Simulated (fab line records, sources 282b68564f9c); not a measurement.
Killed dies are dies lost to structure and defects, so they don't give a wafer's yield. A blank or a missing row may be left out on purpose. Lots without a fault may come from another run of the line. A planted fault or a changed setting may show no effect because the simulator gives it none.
A struck lot beside a sound one | flow rit_cmos | 43 steps out of a route of 202
Sound: wafers L775.2, L775.4, L775.5. Struck: wafers L782.2, L782.3, L782.4. The cause comes at the end.
At each step with rows: each side's tool, then ch and its chambers, then its first start. Under that, the readings that differ: sound wafers | struck wafers | difference of the means | sigmas: that difference in standard deviations of wafers without a fault.
alike: readings whose means differ by less than 2 such deviations, and words and numbers that are the same on both sides. not compared: withheld readings, readings that some wafer has no value for, bounds like >300 that may hide the same value, and numbers for which the record gives no deviation and whose values overlap.
The two part at a step that has a row with sigmas, a row that says differs or no value, or rows on one side only. Numbers that don't overlap but have no deviation are shown without sigmas and don't part them. A reading that every wafer of one side lacks parts them only if that side has two wafers or more.

first, 2 steps without rows for these wafers: RIT_FOX2_CLEAN_02 (cleans in dHF, time 180 s); RIT_FOX2_WET_ETCH_03 (etches Si3N4 in H3PO4, target depth 195 nm, time 2801 s).
RIT_FOX2_THK_MEAS_90:
  sound on film_metro-04, day 2 09:06; struck on film_metro-03, day 3 17:26
  alike: FIELD_OXIDE_LEFT_1_THK
then, 6 steps without rows for these wafers: RIT_NWELL_HMDS_00 (prime time 60 s); RIT_NWELL_COAT_01 (resist thk 1300 nm); RIT_NWELL_SOFTBAKE_02 (time 60 s); RIT_NWELL_EXPOSE_03 (exposes mask M2, target cd 43900 nm); RIT_NWELL_PEB_04; RIT_NWELL_DEVELOP_05 (develop time 68 s).
RIT_NWELL_OVL_MEAS_06:
  sound on overlay-01, day 2 10:02; struck on overlay-01, day 3 18:30
  alike: NWELL_OVL
then, 2 steps without rows for these wafers: RIT_NWELL_HARDBAKE_07 (time 120 s); RIT_NWELL_IMPLANT_08.
RIT_NWELL_STRIP_09: strips in O2, time 180 s.
  sound on plasma_asher-04 ch 0,1, day 2 10:28; struck on plasma_asher-03 ch 0,1, day 3 18:56
  no value came back on the struck wafers for chamber_pressure_mTorr (mTorr), drypump_motor_current_A (A); on the sound wafers chamber_pressure_mTorr (mTorr) reads 3995 4002 3998
  reading                                    | sound | struck         | difference | sigmas
  model.NOVOLAK_of_NWELL_COAT_01.thk_nm (nm) | 0 0 0 | 1140 1138 1141 | +1140      |
  not compared: rf_hours_counter_h
RIT_NWELL_TW_MEAS_10:
  sound on film_metro-04, day 2 10:40; struck on film_metro-04, day 3 19:07
  alike: NWELL_TW
then, 2 steps without rows for these wafers: RIT_PWELL_HMDS_00 (prime time 60 s); RIT_PWELL_COAT_01 (resist thk 1300 nm).
RIT_PWELL_SOFTBAKE_02: time 62.36 s.
  sound on litho_track-03 ch 0, day 2 11:02; struck on litho_track-01 ch 0, day 3 19:29
  alike: heater_power_total_W, plate_sensor_t_centre_C, plate_sensor_t_edge_C
then, 3 steps without rows for these wafers: RIT_PWELL_EXPOSE_03 (exposes mask M3, target cd 43700 nm); RIT_PWELL_PEB_04; RIT_PWELL_DEVELOP_05 (develop time 68 s).
RIT_PWELL_OVL_MEAS_06:
  sound on overlay-02, day 2 11:35; struck on overlay-01, day 3 20:11
  alike: PWELL_OVL
then, 2 steps without rows for these wafers: RIT_PWELL_HARDBAKE_07 (time 120 s); RIT_PWELL_IMPLANT_08.
RIT_PWELL_STRIP_09: strips in O2, time 180 s.
  sound on plasma_asher-04 ch 0,1, day 2 12:04; struck on plasma_asher-04 ch 0,1, day 3 20:37
  alike: chamber_pressure_mTorr, drypump_motor_current_A
  not compared: rf_hours_counter_h
RIT_PWELL_TW_MEAS_10:
  sound on film_metro-02, day 2 12:15; struck on film_metro-02, day 3 20:47
  reading  | sound       | struck   | difference | sigmas
  PWELL_TW | 940 945 940 | 30 30 30 | -912       | -99 or more
then, 1 step without rows for these wafers: RIT_WELLDRIVE_ANNEAL_00 (time 14700 s).
RIT_WELLDRIVE_RS_MEAS_01: measures by four-point-probe.
  sound on film_metro-04, day 2 17:24; struck on film_metro-04, day 4 01:56
  alike: NWELL_RS
RIT_WELLDRIVE_RS_MEAS_02: measures by four-point-probe.
  sound on film_metro-04, day 2 17:31; struck on film_metro-04, day 4 02:04
  alike: PWELL_RS
then, 6 steps without rows for these wafers: RIT_NRETRO_HMDS_00 (prime time 60 s); RIT_NRETRO_COAT_01 (resist thk 1300 nm); RIT_NRETRO_SOFTBAKE_02 (time 60 s); RIT_NRETRO_EXPOSE_03 (exposes mask M4, target cd 43900 nm); RIT_NRETRO_PEB_04; RIT_NRETRO_DEVELOP_05 (develop time 68 s).
RIT_NRETRO_OVL_MEAS_06:
  sound on overlay-02, day 2 18:38; struck on overlay-02, day 4 03:13
  alike: NRETRO_OVL
then, 2 steps without rows for these wafers: RIT_NRETRO_HARDBAKE_07 (time 120 s); RIT_NRETRO_IMPLANT_08.
RIT_NRETRO_STRIP_09: strips in O2, time 180 s.
  sound on plasma_asher-01 ch 0,1, day 2 19:04; struck on plasma_asher-03 ch 0,1, day 4 03:39
  alike: chamber_pressure_mTorr, drypump_motor_current_A
  not compared: rf_hours_counter_h
RIT_NRETRO_TW_MEAS_10:
  sound on film_metro-01, day 2 19:15; struck on film_metro-02, day 4 03:50
  reading   | sound          | struck   | difference | sigmas
  NRETRO_TW | 1037 1035 1033 | 30 30 30 | -1005      | -99 or more
then, 3 steps without rows for these wafers: RIT_PRETRO_HMDS_00 (prime time 60 s); RIT_PRETRO_COAT_01 (resist thk 1300 nm); RIT_PRETRO_SOFTBAKE_02 (time 60 s).
RIT_PRETRO_TW_MEAS_10:
  sound on film_metro-02, day 2 20:48; struck on film_metro-04, day 4 05:31
  reading   | sound       | struck   | difference | sigmas
  PRETRO_TW | 469 471 469 | 30 30 30 | -440       | -73

WHERE THEY PART
First at RIT_NWELL_STRIP_09; last, within this record, at RIT_PRETRO_TW_MEAS_10.

WHY: what the simulator had put in
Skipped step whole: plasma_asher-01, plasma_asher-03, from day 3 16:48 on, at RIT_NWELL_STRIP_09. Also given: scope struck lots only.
